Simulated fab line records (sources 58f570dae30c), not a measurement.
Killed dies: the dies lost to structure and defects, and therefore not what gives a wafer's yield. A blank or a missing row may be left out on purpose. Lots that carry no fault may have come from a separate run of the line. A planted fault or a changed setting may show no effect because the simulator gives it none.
One fault through the eyes of 2 desks / flow berkeley_cmos170 / what lay behind the numbers comes last; until then each desk has only its own

== THE TOOL OWNER'S DESK: krf_scanner-02 ==
The tool's own readings at UCB170_ACTIVE_EXPOSE_10 (exposes mask ACTIVE, target cd 1200 nm): means of the sampled wafers that have a number, for each lot that ran on this tool. The brackets show how far a lot's mean lies from the usual mean; more than 4 standard deviations puts the lot out of limits, marked OUT.
Columns: A = exposure_dose_mJ_cm2 at UCB170_ACTIVE_EXPOSE_10, usual 19.999; B = reticle_temp_C at UCB170_ACTIVE_EXPOSE_10, usual 23.00 C
lot=L637; first seen here=day 5 17:52; A=20.003; B=22.90
lot=L642; first seen here=day 7 01:39; A=20.024; B=22.93
lot=L644; first seen here=day 7 01:46; A=19.985; B=23.05
lot=L650; first seen here=day 8 00:00; A=19.867 (-6.0) OUT; B=23.04
lot=L660; first seen here=day 10 04:20; A=20.004; B=22.95
Finding of this desk: L650 out of limits; the first was L650 at day 8 00:00, on exposure_dose_mJ_cm2 at UCB170_ACTIVE_EXPOSE_10. In limits: L637, L642, L644, L660.

== THE METROLOGY DESK ==
Means of the sampled wafers that have a number, per lot and without regard to the tool the lot ran on: this is what the gauges read. The brackets show how far a lot's mean lies from the usual mean; more than 4 standard deviations puts the lot out of limits, marked OUT.
Columns: A = NWELL_NITRIDE_THK at UCB170_NWELL_THK_MEAS_05, usual 222.0 nm; B = PWELL_NITRIDE_THK at UCB170_PWELL_THK_MEAS_06, usual 218.4 nm; C = ACTIVE_NITRIDE_THK at UCB170_ACTIVE_THK_MEAS_06, usual 218.7 nm
lot=L637; first seen here=day 2 04:46; A=221.2; B=219.7; C=219.2
lot=L638; first seen here=day 2 18:31; A=220.2; B=218.8; C=217.9
lot=L639; first seen here=day 2 18:31; A=222.0; B=216.6; C=216.3
lot=L640; first seen here=day 3 22:35; A=225.3; B=220.9; C=216.4
lot=L644; first seen here=day 4 05:20; A=220.5; B=217.0; C=216.5
lot=L642; first seen here=day 4 05:24; A=221.5; B=219.1; C=220.5
lot=L650; first seen here=day 5 14:37; A=222.9; B=216.6; C=221.1
lot=L655; first seen here=day 6 06:34; A=222.3; B=219.4; C=216.5
lot=L654; first seen here=day 6 06:34; A=225.0; B=217.3; C=218.0
lot=L656; first seen here=day 6 12:08; A=218.5; B=218.1; C=219.7
lot=L658; first seen here=day 7 01:51; A=225.6; B=216.5; C=221.3
lot=L659; first seen here=day 7 01:51; A=220.6; B=218.9; C=218.0
lot=L660; first seen here=day 7 10:32; A=220.2; B=220.3; C=221.5
This desk's verdict: no lot among the 13 shows anything out of limits.

== BROUGHT TOGETHER ==
An alarm could have come from the tool owner's desk at day 8 00:00, on L650.
Nothing out of limits was seen by the metrology desk.
The metrology desk has L650 on record, within its limits.
On krf_scanner-02, each named lot ran UCB170_ACTIVE_EXPOSE_10.

== WHAT WAS PUT IN BY THE SIMULATOR ==
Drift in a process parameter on krf_scanner-02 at UCB170_ACTIVE_EXPOSE_10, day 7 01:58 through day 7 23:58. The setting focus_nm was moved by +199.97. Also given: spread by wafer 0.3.
Shown lots that were struck: L650.
Time in hours from fault onset to the first out-of-limits reading at each desk: the tool owner's desk, 22.
